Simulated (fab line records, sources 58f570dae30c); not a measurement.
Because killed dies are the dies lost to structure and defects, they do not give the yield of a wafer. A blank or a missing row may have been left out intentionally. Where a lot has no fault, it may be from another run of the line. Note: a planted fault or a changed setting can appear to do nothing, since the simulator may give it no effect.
What tool caused it? | flow berkeley-cmos170 | Sampling: 7 lots, 21 wafers, 4 of 331 route steps

## WHAT EACH GAUGE READ, for each wafer
UCB170_M1_CD_MEAS_90 targets a cd of 700 nm.
lot  | measured     | on        | cd-nm (nm)
L900 | day 7 14:48  | cd-sem-02 | 701.7 700.2 700.7
L902 | day 8 03:55  | cd-sem-02 | 701.0 702.1 698.7
L905 | day 9 06:02  | cd-sem-02 | 699.7 696.0 700.7
L909 | day 10 10:45 | cd-sem-01 | 683.1 682.3 678.8
L916 | day 10 22:49 | cd-sem-02 | 679.4 682.3 681.4
L918 | day 11 01:17 | cd-sem-01 | 698.0 695.2 697.5
L920 | day 12 10:41 | cd-sem-01 | 704.3 702.3 703.6

## EACH LOT AND THE TOOL THAT RAN IT (in order: tool; ch and the chambers of the sampled wafers; start)
lot  | UCB170_BACKSIDE_STRIP_03             | UCB170_M1_METAL_ETCH_12           | UCB170_M1_STRIP_13
L900 | plasma-asher-02 ch 0,1, day 7 05:02  | rie-metal-02 ch 0,1, day 7 14:33  | plasma-asher-02 ch 0,1, day 7 14:41
L902 | plasma-asher-03 ch 0,1, day 7 16:44  | rie-metal-02 ch 0,1, day 8 03:40  | plasma-asher-02 ch 0,1, day 8 03:47
L905 | plasma-asher-03 ch 0,1, day 8 21:58  | rie-metal-03 ch 0,1, day 9 05:47  | plasma-asher-01 ch 0,1, day 9 05:55
L909 | plasma-asher-03 ch 0, day 9 10:58    | rie-metal-03 ch 0,1, day 10 10:31 | plasma-asher-02 ch 0,1, day 10 10:39
L916 | plasma-asher-02 ch 0,1, day 10 13:07 | rie-metal-03 ch 0,1, day 10 22:34 | plasma-asher-01 ch 0,1, day 10 22:42
L918 | plasma-asher-03 ch 0,1, day 10 13:50 | rie-metal-02 ch 0,1, day 11 01:02 | plasma-asher-02 ch 0,1, day 11 01:10
L920 | plasma-asher-03 ch 0,1, day 12 00:55 | rie-metal-02 ch 0,1, day 12 10:27 | plasma-asher-02 ch 0,1, day 12 10:34
- UCB170_BACKSIDE_STRIP_03: strips in O2.
- UCB170_M1_METAL_ETCH_12: etches Al in Cl2/BCl3, stops on PSG, target depth 780 nm, time 130 s.
- UCB170_M1_STRIP_13: strips in O2.

## THE ANSWER, worked out from the rows above alone
Rule: the usual values come from the lots themselves. Put in order of their means at a reading, lots are off if they are a third of the lots or fewer, leave a main group of 4 or more, and stand apart from it by a gap of 3 or more times the standard deviation of the main group's means; of several such gaps the widest counts. If all means in a main group match to the digits the tables above print for the reading, that group is not used. A lot without any number at a reading at which 4 lots or more have one is off too. Any other lot the step has rows for is counted as sound.
Off: L909, L916, at UCB170_M1_CD_MEAS_90 (cd-nm). Main group: mean 700.1 nm, sd 2.2.
If a tool, at a process step before that reading, ran all the lots that are off and no sound lot after the first of them, it fits. Those tools and the gauges at UCB170_M1_CD_MEAS_90 are tried in the same way. One candidate fits, namely rie-metal-03 at UCB170_M1_METAL_ETCH_12. A fault onset in the window from L905 (day 9 05:47, its last sound lot) to L909 (day 10 10:31, its first lot off) fits.

## WHAT THE SIMULATOR HAD INSERTED
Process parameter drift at UCB170_M1_METAL_ETCH_12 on rie-metal-03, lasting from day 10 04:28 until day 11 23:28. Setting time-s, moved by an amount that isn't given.
Shown lots that were struck: L909, L916. The rule above reached the same finding.
